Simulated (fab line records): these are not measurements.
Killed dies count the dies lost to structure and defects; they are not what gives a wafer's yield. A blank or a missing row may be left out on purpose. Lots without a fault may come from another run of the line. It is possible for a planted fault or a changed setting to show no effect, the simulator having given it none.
Check of tool commonality    flow berkeley cmos170    Sampled: 14 lots, 42 wafers

## REASON IT WAS OPENED
At UCB170_NSD_CD_MEAS_06 the reading cd nm is flagged on 2 of 14 lots. Fault-free wafers read 1200.1 nm, with a standard deviation of 1.4.
Rule: a lot is flagged in two cases, either no wafer of it has a number, or all its wafers with numbers fall more than 4 standard deviations from that mean. All remaining lots are regarded as sound.

lot   measured      on         cd nm (nm), wafer by wafer  flag
L852  day 7 11:13   cd sem-01  1198.2 1197.6 1198.1        
L856  day 8 04:26   cd sem-01  1198.5 1198.7 1199.3        
L855  day 8 04:41   cd sem-01  1200.0 1197.7 1198.2        
L854  day 8 04:43   cd sem-02  1199.1 1199.5 1198.9        
L853  day 8 04:58   cd sem-02  1199.8 1199.5 1200.0        
L851  day 8 05:01   cd sem-01  1199.8 1201.6 1199.1        
L859  day 9 10:16   cd sem-02  1199.7 1198.7 1199.4        
L861  day 10 00:08  cd sem-01  1156.8 1158.3 1156.3        FLAGGED
L864  day 10 15:15  cd sem-01  1156.4 1155.8 1154.1        FLAGGED
L868  day 11 16:39  cd sem-02  1200.6 1200.7 1199.3        
L870  day 12 01:13  cd sem-01  1201.6 1200.9 1199.6        
L871  day 12 01:56  cd sem-02  1199.4 1203.8 1200.7        
L874  day 12 14:04  cd sem-02  1199.7 1199.4 1200.9        
L873  day 12 14:49  cd sem-02  1202.1 1201.7 1200.4        
The numbers of the flagged lots are 1156.3 nm on average: -43.8 nm against the usual, or -31 standard deviations.

## TOOL THAT RAN EACH LOT
The record keeps 1 process step preceding the reading, out of 331 steps on the route. Every cell lists first the tool, next ch and the chambers used by the sampled wafers, and last the start.
lot   flag     UCB170_NSD_PEB_04
L852           litho track-01 ch 0, day 7 10:57
L856           litho track-04 ch 0, day 8 04:00
L855           litho track-01 ch 0, day 8 04:25
L854           litho track-04 ch 0, day 8 04:25
L853           litho track-04 ch 0, day 8 04:42
L851           litho track-01 ch 0, day 8 04:44
L859           litho track-02 ch 0, day 9 09:58
L861  FLAGGED  litho track-04 ch 0, day 9 23:52
L864  FLAGGED  litho track-04 ch 0, day 10 14:58
L868           litho track-02 ch 0, day 11 16:22
L870           litho track-02 ch 0, day 12 00:56
L871           litho track-01 ch 0, day 12 01:32
L874           litho track-02 ch 0, day 12 13:47
L873           litho track-01 ch 0, day 12 14:34
What the steps here do:
- UCB170_NSD_PEB_04
- UCB170_NSD_CD_MEAS_06: target cd 1200 nm.

## FLAGGED AGAINST TOTAL, ONE TOOL AT A TIME (gauges that did the reading follow at the end)
step                   tool            lots run  flagged  share of the flagged lots  sound lots run after its first flagged lot
UCB170_NSD_PEB_04      litho track-01  5         0        none                       -
UCB170_NSD_PEB_04      litho track-02  4         0        none                       -
UCB170_NSD_PEB_04      litho track-04  5         2        all                        0
UCB170_NSD_CD_MEAS_06  cd sem-01       7         2        all                        1 (L870)
UCB170_NSD_CD_MEAS_06  cd sem-02       7         0        none                       -

## WHAT IS ALLOWED BY THE TABLE
Rows of the table that ran all the flagged lots, 2 in number: litho track-04 at UCB170_NSD_PEB_04; cd sem-01 at UCB170_NSD_CD_MEAS_06.
- litho track-04 at UCB170_NSD_PEB_04: 2 of its 5 lots flagged. Last sound lot L853 at day 8 04:42, first flagged lot L861 at day 9 23:52; a fault beginning in between fits. Its own readings lie more than 4 standard deviations out on every wafer of the flagged lots: heater power total W, plate temp C.
- cd sem-01 at UCB170_NSD_CD_MEAS_06: 2 of its 7 lots flagged. Sound lots ran on it after the first flagged one (L870), which a lasting fault on the whole tool wouldn't allow.
What remains is a single tool, litho track-04 at UCB170_NSD_PEB_04.

## WHAT WAS PUT IN BY THE SIMULATOR
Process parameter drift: litho track-04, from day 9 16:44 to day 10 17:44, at UCB170_NSD_PEB_04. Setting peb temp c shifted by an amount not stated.
Lots struck among those shown: L861, L864. The same result came from the rule above.
